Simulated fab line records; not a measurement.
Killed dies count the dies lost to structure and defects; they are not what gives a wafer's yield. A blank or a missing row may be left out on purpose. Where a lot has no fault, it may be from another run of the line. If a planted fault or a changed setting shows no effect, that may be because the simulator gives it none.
The tool behind it: which one? + flow berkeley_cmos170 + Sampling: 7 lots, 21 wafers, 2 of 331 route steps

== WHAT THE GAUGES SHOWED, per wafer ==
UCB170_M2_RS_MEAS_02: the measuring method here is four-point-probe.
| lot  | measured     | on            | M2_AL_RS (ohm/sq)    |
|------|--------------|---------------|----------------------|
| L610 | day 9 05:49  | film_metro-01 | 0.0324 0.0325 0.0330 |
| L613 | day 9 22:52  | film_metro-02 | 0.0323 0.0325 0.0320 |
| L611 | day 10 02:10 | film_metro-04 | 0.0328 0.0326 0.0330 |
| L617 | day 10 22:19 | film_metro-02 | 0.0320 0.0322 0.0320 |
| L616 | day 10 23:46 | film_metro-04 | 0.0317 0.0321 0.0320 |
| L622 | day 12 12:12 | film_metro-02 | 0.0323 0.0324 0.0327 |
| L626 | day 13 06:00 | film_metro-02 | 0.0320 0.0319 0.0325 |

== WHAT TOOL EACH LOT RAN ON (gives the tool, then ch and the chambers of the sampled wafers, and finally the start) ==
| lot  | UCB170_M2_SPUTTER_01         |
|------|------------------------------|
| L610 | pvd_sputter-03, day 9 05:44  |
| L613 | pvd_sputter-02, day 9 22:47  |
| L611 | pvd_sputter-03, day 10 02:05 |
| L617 | pvd_sputter-02, day 10 22:13 |
| L616 | pvd_sputter-01, day 10 23:41 |
| L622 | pvd_sputter-01, day 12 12:05 |
| L626 | pvd_sputter-03, day 13 05:53 |
- UCB170_M2_SPUTTER_01: material Al, target thk 900 nm, time 120 s.

== THE ANSWER, worked out from the rows above alone ==
Rule: the usual values come from the lots themselves. The widest of any qualifying gaps counts: lots, ordered by their means at a reading, are off when they make up no more than a third of the lots, leave a main group of 4 or more, and stand apart from it by 3 or more times the standard deviation of that group's means. The tables above print the reading to a certain number of digits; a main group whose means all agree to those digits is not used. A lot without any number at a reading at which 4 lots or more have one is off too. The other lots that the step has rows for count as sound.
None of the lots is off at any reading shown; this tells nothing.

== WHAT HAD BEEN PUT IN BY THE SIMULATOR ==
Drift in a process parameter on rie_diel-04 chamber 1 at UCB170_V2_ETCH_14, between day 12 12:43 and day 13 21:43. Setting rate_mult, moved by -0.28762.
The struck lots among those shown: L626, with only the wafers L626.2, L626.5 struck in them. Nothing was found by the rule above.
